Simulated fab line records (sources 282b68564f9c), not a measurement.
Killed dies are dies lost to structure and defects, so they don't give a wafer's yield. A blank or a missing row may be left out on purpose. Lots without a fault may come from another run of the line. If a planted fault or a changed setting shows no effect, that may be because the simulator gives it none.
Struck lot and sound lot, side by side    flow ritCmos    21 out of 202 route steps
Sound: the wafers L893.3, L893.5, L893.6. Wafers struck: L904.3, L904.4, L904.6. Last of all comes the cause.
Per side, at each step with rows, come the tool, then ch with its chambers, and then its first start. Under that, the readings that differ: sound wafers    struck wafers    difference of the means    sigmas: that difference in standard deviations of wafers without a fault.
alike: readings with means less than 2 such deviations apart, plus words and numbers identical on both sides. not compared: withheld readings, readings lacking a value on some wafer, bounds such as >300 that could conceal the same value, and numbers that have no deviation in the record and whose values overlap.
A row with sigmas, a row that says differs or no value, or rows on one side alone: a step with any of these is where the two part. When numbers do not overlap yet have no deviation, they are printed without sigmas and do not part them. Lack of a reading on every wafer of one side parts them only where that side has two or more wafers.

RIT_PLDD_OVL_MEAS_06:
  sound on overlay-02, day 3 20:49; struck on overlay-02, day 6 08:28
  alike: PLDD_OVL
then, 2 steps without rows for these wafers: RIT_PLDD_HARDBAKE_07 (time 60 s); RIT_PLDD_IMPLANT_08.
RIT_PLDD_STRIP_09: strips in O2, time 180 s.
  sound on plasmaAsher-02 ch 0,1, day 3 21:12; struck on plasmaAsher-03 ch 0,1, day 6 08:51
  alike: drypumpMotorCurrentA
  not compared: rfHoursCounterH
RIT_PLDD_TW_MEAS_10:
  sound on filmMetro-03, day 3 21:20; struck on filmMetro-04, day 6 08:59
  alike: PLDD_TW
then, 4 steps without rows for these wafers: RIT_SPACER_CLEAN_00 (cleans in SC1, time 600 s); RIT_SPACER_CLEAN_01 (cleans in dHF, time 30 s); RIT_SPACER_CLEAN_02 (cleans in SC2, time 600 s); RIT_SPACER_CVD_03 (deposits Si3N4 from SiH2Cl2/NH3, target thk 250 nm, time 3300 s).
RIT_SPACER_THK_MEAS_04:
  sound on filmMetro-04, day 3 23:41; struck on filmMetro-01, day 6 11:32
  alike: SPACER_NITRIDE_THK
RIT_SPACER_ETCHBACK_05: etches Si3N4 in SF6/CHF3, stops on SiO2, target depth 250 nm, time 240 s.
  sound on rieDiel-04 ch 0,1,2, day 3 23:43; struck on rieDiel-04 ch 0,3, day 6 11:35
  alike: drypumpMotorCurrentA, oesProductAu, throttleValvePct
  not compared: rfHoursCounterH
then, 1 step without rows for these wafers: RIT_NSD_HMDS_00 (prime time 60 s).
RIT_NSD_COAT_01: resist thk 1000 nm.
  sound on lithoTrack-04 ch 0, day 4 00:04; struck on lithoTrack-04 ch 0, day 6 12:04
reading                                  sound                 struck                difference  sigmas
spinSpeedRpm (rpm)                       3255.0 3252.1 3252.3  3337.1 3335.5 3334.5  +82.6       +33
model.NOVOLAK_of_NSD_COAT_01.thkNm (nm)  1001 1003 1000        993 991.2 994.6       -8          
  alike: exhaustPa
RIT_NSD_SOFTBAKE_02: time 61.69 s.
  sound on lithoTrack-04 ch 0, day 4 00:13; struck on lithoTrack-04 ch 0, day 6 12:13
  alike: exhaustPa, plateSensorTCentreC, plateSensorTEdgeC
then, 3 steps without rows for these wafers: RIT_NSD_EXPOSE_03 (exposes mask M9, target cd 40700 nm); RIT_NSD_PEB_04; RIT_NSD_DEVELOP_05 (develop time 50 s).
RIT_NSD_OVL_MEAS_06:
  sound on overlay-02, day 4 00:44; struck on overlay-01, day 6 12:43
reading       sound         struck       difference  sigmas
NSD_OVL (nm)  -1.6 0.6 0.5  2.8 2.1 2.9  +2.8        +2
RIT_NSD_HARDBAKE_07: time 60 s.
  sound on lithoTrack-01 ch 0, day 4 00:49; struck on lithoTrack-03 ch 0, day 6 12:50
reading                                  sound            struck         difference  sigmas
model.NOVOLAK_of_NSD_COAT_01.thkNm (nm)  885 886.1 883.9  877.7 876 879  -7.4        
  alike: exhaustPa
then, 1 step without rows for these wafers: RIT_NSD_IMPLANT_08.
RIT_M1_PROBE_99:
  sound on prober-01, day 4 11:46; struck on prober-02, day 6 22:59
  alike: killed_at_M0_to_M3, killedAtContacts, killedAtFrontEnd, killedDies, killedOnRim, killedOpen, killedShort

## WHERE THEY PART
At RIT_NSD_COAT_01 first; at RIT_NSD_OVL_MEAS_06 last (within this record only). Later steps at which nothing parts them and some readings are alike: RIT_NSD_HARDBAKE_07, RIT_M1_PROBE_99.

WHY: whatever the simulator had introduced
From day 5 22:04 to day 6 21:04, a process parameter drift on lithoTrack-04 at RIT_NSD_COAT_01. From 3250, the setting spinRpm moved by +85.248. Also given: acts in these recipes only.
